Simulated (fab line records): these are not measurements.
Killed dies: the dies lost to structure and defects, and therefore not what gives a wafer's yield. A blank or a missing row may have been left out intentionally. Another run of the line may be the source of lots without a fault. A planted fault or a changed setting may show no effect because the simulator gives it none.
Problem report in the 8D (eight disciplines) form, filled by code :: flow berkeley-cmos170 :: the parts of the form that need people (team, actions taken, sign-off) are left out

== 1. WHAT WENT WRONG ==
beam-energy-keV at UCB170_PFIELD_IMPLANT_07 reads a mean of 92.052 on 6 wafers of 2 lots; wafers without a fault read 80.000 with a standard deviation of 0.022. So: +99 or more standard deviations from the usual mean.
The first sign was on wafer L248.2 at day 6 15:59, on implanter-02. At this step, 18 wafers from 6 lots have a number in the record. Rule for "out", or "out of limits": more than 4 standard deviations from the usual mean. Any other wafer with a number is counted as sound.

== 2. WHAT IT IS, WHAT IT ISN'T ==
question: which readings at this step
is: beam-energy-keV
is not: beam-on-s

question: which lots
is: L248, L249
is not: L235, L237, L253, L258

question: which wafers of those lots
is: all that have a number
is not: -

question: read on which tools
is: implanter-02
is not: implanter-01, implanter-04

question: when
is: from day 6 15:59
is not: up to then (6 sound wafers); but 6 sound wafers of L253, L258 came after

== 3. WHAT RULES OUT EACH SUSPECT ==
Counting: a tool at a process step up to the reading stays a suspect if it ran every lot that is out and no sound lot after the first of them.
- implanter-02 at UCB170_PFIELD_IMPLANT_07: kept. It processed each lot that is out, first L248 at day 6 15:59, and no sound lot thereafter; up to then, the last sound lot it processed was L237 at day 5 01:22. Its own readings are out on those wafers: beam-energy-keV.
Left after counting: implanter-02 at UCB170_PFIELD_IMPLANT_07.

== 4. THE CAUSE (what the simulator had put in) ==
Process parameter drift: implanter-02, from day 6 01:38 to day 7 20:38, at UCB170_PFIELD_IMPLANT_07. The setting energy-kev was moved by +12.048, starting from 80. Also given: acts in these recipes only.
This tool alone remained once counting was done.

== 5. THE EFFECT CHAIN, in route order ==
Each row: a reading whose mean over the struck wafers that have a number lies more than 3 standard deviations from the usual. Scope: only readings with a usual standard deviation given in the record; hours: median across lots of the time from each lot's start at the first step in this table that gives one to its start at this step; sigmas: change in usual standard deviations.
hours: 0
step: UCB170_PFIELD_IMPLANT_07
reading: beam-energy-keV
usual: 80.000
on struck wafers: 92.052
change: +12.052
sigmas: +99 or more
The process steps in it:
- UCB170_PFIELD_IMPLANT_07

== 6. HOW IT WOULD HAVE BEEN CAUGHT EARLIER ==
First out-of-limits reading in this record: day 6 15:59, which is 14 hours after fault onset at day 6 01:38.
